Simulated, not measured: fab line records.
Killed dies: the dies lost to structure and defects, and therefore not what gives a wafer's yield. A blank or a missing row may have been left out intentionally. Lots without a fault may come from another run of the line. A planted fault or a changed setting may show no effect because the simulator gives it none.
Which tool was responsible? | flow berkeleyCmos170 | route of 331 steps, sampled at 1 step: 14 lots, 42 wafers

WHAT THE GAUGES READ, wafer by wafer
No reading from a measuring or inspecting step in the record can be judged against a usual standard deviation.

TOOL THAT RAN EACH LOT (tool first, then ch and the chambers of the sampled wafers, then the start)
lot  | UCB170_M2_EXPOSE_12
L961 | krfScanner-01 ch 0, day 7 01:14
L962 | krfScanner-01 ch 0, day 7 12:43
L963 | krfScanner-02 ch 0, day 7 14:09
L964 | krfScanner-02 ch 0, day 8 01:52
L965 | krfScanner-01 ch 0, day 8 02:17
L968 | krfScanner-01 ch 0, day 8 12:18
L966 | krfScanner-02 ch 0, day 8 12:31
L970 | krfScanner-01, day 9 04:21
L972 | krfScanner-01, day 9 22:35
L973 | krfScanner-01 ch 0, day 10 03:45
L977 | krfScanner-02 ch 0, day 10 14:38
L979 | krfScanner-01 ch 0, day 11 16:22
L982 | krfScanner-02 ch 0, day 11 19:22
L984 | krfScanner-01 ch 0, day 12 11:26
- UCB170_M2_EXPOSE_12: exposes mask METAL2, target cd 700 nm.

WHAT THE TOOLS THEMSELVES READ (means of the sampled wafers that have a number; where no wafer has one, the mark that the record gives instead)
UCB170_M2_EXPOSE_12.
lot  | tool          | exposureDoseMJCm2 | focusOffsetNm (nm)
L961 | krfScanner-01 | 25.981            | -0.1
L962 | krfScanner-01 | 25.960            | -0.2
L963 | krfScanner-02 | 25.959            | -1.1
L964 | krfScanner-02 | 25.970            | -0.2
L965 | krfScanner-01 | 26.022            | 0.6
L968 | krfScanner-01 | 25.969            | 0.5
L966 | krfScanner-02 | 25.999            | 0.1
L970 | krfScanner-01 | -                 | -
L972 | krfScanner-01 | -                 | -
L973 | krfScanner-01 | 25.938            | 0.4
L977 | krfScanner-02 | 25.955            | -0.3
L979 | krfScanner-01 | 25.951            | 0.0
L982 | krfScanner-02 | 26.034            | 0.2
L984 | krfScanner-01 | 25.976            | -0.3

THE ANSWER, worked out from the rows above alone
Rule: the lots themselves supply what counts as usual. The widest of any qualifying gaps counts: lots, ordered by their means at a reading, are off when they make up no more than a third of the lots, leave a main group of 4 or more, and stand apart from it by 3 or more times the standard deviation of that group's means. A main group whose means are all the same, to the digits that the tables above print for the reading, isn't used. A lot without any number at a reading at which 4 lots or more have one is off too. The other lots that the step has rows for count as sound. First the gauges in route order, then the tools' own readings, where a lot's mean is used as printed above. The first step at which some lot is off is used, and at that step the reading that is off furthest; a lot without a number counts as furthest.
Off: L970, L972 (UCB170_M2_EXPOSE_12, exposureDoseMJCm2). Without a number there: L970, L972. The main group has a mean of 25.976 with a standard deviation of 0.028.
If a tool, at that step or one of the process steps before it, ran each lot that is off and ran no sound lot following the first of them, it fits. Of those tried, none fits.

WHAT THE SIMULATOR HAD INSERTED
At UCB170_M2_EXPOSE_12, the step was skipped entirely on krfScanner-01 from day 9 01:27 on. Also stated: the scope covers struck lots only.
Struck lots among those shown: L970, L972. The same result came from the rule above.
